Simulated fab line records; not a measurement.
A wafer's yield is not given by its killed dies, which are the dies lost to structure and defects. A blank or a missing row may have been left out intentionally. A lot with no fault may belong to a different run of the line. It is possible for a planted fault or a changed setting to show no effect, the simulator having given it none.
8D (eight disciplines) problem report, filled in by code ; flow berkeley-cmos170 ; the parts of the form that need people (team, actions taken, sign-off) are left out

== 1. THE PROBLEM ==
Wafers without a fault read 448.1 W, standard deviation 1.5; rf-fwd-power-W at UCB170_PWELL_ETCH_14 reads a mean of 520.2 W on 3 wafers belonging to 3 lots. That is +48 standard deviations from the usual mean.
The step: etches Si3N4 in CH3F/Ar/O2, stops on SiO2, target depth 242 nm, time 151 s.
First observed at day 5 13:59: wafer L198.1, on rie-diel-03. The record has a number at this step for 45 wafers belonging to 15 lots. Rule for "out" (also "out of limits"): further than 4 standard deviations from the usual mean. The rest of the wafers with a number are treated as sound.

== 2. WHAT IT IS, AND WHAT IT ISN'T ==
question;is;is not
which readings at this step;rf-fwd-power-W;drypump-motor-current-A, oes-product-au, throttle-valve-pct
which lots;L198, L200, L202;L186, L187, L191, L192, L193, L194, L195, L197, L199, L201, L204, L209
which wafers of those lots;L198.1, L200.2, L202.4;L198.3, L198.4, L200.1, L200.5, L202.1, L202.3
read on which tools;rie-diel-03;rie-diel-01, rie-diel-02
when;from day 5 13:59;"up to then (26 sound wafers); but 16 sound wafers of L199, L200, L201, L202, L204, L209 came after"

== 3. THE SUSPECTS, EACH WITH WHAT RULES IT OUT ==
Counting: if a tool at a process step up to the reading ran every lot that is out, it stays a suspect. Sound lots after the first of them don't rule it out here, since some wafers of a struck lot are sound.
- rie-diel-03 at UCB170_PWELL_ETCH_14 (etches Si3N4 in CH3F/Ar/O2, stops on SiO2, target depth 242 nm, time 151 s): kept. Ran every lot that is out, first one L198 (day 5 13:59); last sound lot up to then L197 (day 5 04:54). On those wafers its own readings are out: rf-fwd-power-W.
- In rie-diel-03 at UCB170_PWELL_ETCH_14, the wafers that are out were processed in chamber 2 and their sound lot-mates in chambers 0, 1, 3.
Left after counting: rie-diel-03 at UCB170_PWELL_ETCH_14.

== 4. THE CAUSE (what the simulator had put in) ==
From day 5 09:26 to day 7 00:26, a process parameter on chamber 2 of rie-diel-03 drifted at UCB170_PWELL_ETCH_14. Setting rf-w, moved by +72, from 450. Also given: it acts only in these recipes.
The count eliminated every tool but this one.

== 5. SEQUENCE OF EFFECTS, ordered by route ==
Each row: a reading where the mean over the struck wafers with a number is more than 3 standard deviations away from the usual. Only readings whose record carries a usual standard deviation are examined. hours: median over the lots of the time between each lot's start at the first step of this table that gives one and its start at this step. sigmas: the change, counted in usual standard deviations.
hours;step;reading;usual;on struck wafers;change;sigmas
0;UCB170_PWELL_ETCH_14;rf-fwd-power-W;448.1 W;520.2;+72.1;+48
Here are the process steps it includes:
- UCB170_PWELL_ETCH_14: etches Si3N4 in CH3F/Ar/O2, stops on SiO2, target depth 242 nm, time 151 s.

== 6. HOW IT WOULD HAVE BEEN CAUGHT EARLIER ==
In this record the first reading out of limits was taken at day 5 13:59, 5 hours after the fault began at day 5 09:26.
